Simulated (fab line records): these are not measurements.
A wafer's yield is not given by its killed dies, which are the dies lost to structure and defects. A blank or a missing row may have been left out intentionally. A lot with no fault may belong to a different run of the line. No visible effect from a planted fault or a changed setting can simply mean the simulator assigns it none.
Which tool is to blame? | flow berkeley-cmos170 | 42 wafers from 14 lots sampled at 2 of the route's 331 steps

## WHAT THE GAUGES SHOWED, per wafer
UCB170_PLDD_CD_MEAS_06: the cd target is 1200 nm. Usual: cd-nm 1200.1 nm, standard deviation 1.3.
lot  | measured     | on        | cd-nm (nm)           | flag
L111 | day 7 17:31  | cd-sem-02 | 1200.5 1200.6 1201.8 |
L112 | day 7 22:30  | cd-sem-01 | 1202.0 1201.9 1199.5 |
L113 | day 8 03:40  | cd-sem-01 | 1199.5 1200.8 1199.4 |
L115 | day 8 03:44  | cd-sem-02 | 1199.1 1200.7 1199.9 |
L119 | day 8 14:29  | cd-sem-01 | 1207.5 1207.4 1205.9 | OFF
L117 | day 8 14:46  | cd-sem-01 | 1205.0 1205.2 1206.0 | OFF
L116 | day 8 15:14  | cd-sem-02 | 1198.9 1198.5 1197.0 |
L124 | day 10 05:02 | cd-sem-02 | 1200.3 1200.4 1200.5 |
L126 | day 10 05:16 | cd-sem-01 | 1201.8 1202.4 1203.5 |
L128 | day 11 03:52 | cd-sem-01 | 1200.9 1202.6 1201.9 |
L130 | day 11 03:55 | cd-sem-02 | 1199.5 1198.7 1198.2 |
L132 | day 12 01:16 | cd-sem-02 | 1201.5 1201.3 1201.4 |
L133 | day 12 01:40 | cd-sem-02 | 1201.0 1200.9 1201.1 |
L134 | day 12 14:44 | cd-sem-02 | 1198.9 1199.3 1198.1 |

## WHAT TOOL EACH LOT RAN ON (gives the tool, then ch and the chambers of the sampled wafers, and finally the start)
lot  | UCB170_PLDD_PEB_04
L111 | litho-track-04 ch 0, day 7 17:14
L112 | litho-track-01 ch 0, day 7 22:14
L113 | litho-track-02 ch 0, day 8 03:23
L115 | litho-track-04 ch 0, day 8 03:28
L119 | litho-track-01 ch 0, day 8 14:13
L117 | litho-track-01 ch 0, day 8 14:31
L116 | litho-track-04 ch 0, day 8 14:58
L124 | litho-track-04 ch 0, day 10 04:46
L126 | litho-track-02 ch 0, day 10 05:00
L128 | litho-track-04 ch 0, day 11 03:35
L130 | litho-track-02 ch 0, day 11 03:39
L132 | litho-track-02 ch 0, day 12 00:59
L133 | litho-track-02 ch 0, day 12 01:23
L134 | litho-track-04 ch 0, day 12 14:00
- UCB170_PLDD_PEB_04

## AS READ BY THE TOOLS THEMSELVES (means over the sampled wafers that have a number; for cases with no such wafer, the mark the record gives instead)
The record holds no such reading with a usual standard deviation.

## THE ANSWER, worked out from the rows above alone
Rule: take the mean of a lot's wafers that have a number; if it is more than 3 standard deviations from the usual mean, the lot is off. Also off: a lot with no number at a reading for which 4 or more lots have one. Any other lot the step has rows for is counted as sound. First the gauges in route order, then the tools' own readings, where a lot's mean is used as printed above. At the first step where some lot is off, the reading lying furthest off is the one used; lots without a number count as furthest.
Off: L119, L117, at UCB170_PLDD_CD_MEAS_06 (cd-nm).
If a tool, at a process step before that reading, ran all the lots that are off and no sound lot after the first of them, it fits. Gauges at UCB170_PLDD_CD_MEAS_06: tried the same way as those tools. One fits: litho-track-01 at UCB170_PLDD_PEB_04. Its last sound lot is L112 (day 7 22:14), its first lot that is off L119 (day 8 14:13): a fault that began between those two fits.

## WHAT HAD BEEN PUT IN BY THE SIMULATOR
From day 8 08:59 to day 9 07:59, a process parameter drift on litho-track-01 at UCB170_PLDD_PEB_04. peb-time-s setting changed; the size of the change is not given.
Shown lots that were struck: L119, L117. Same finding as the rule above.
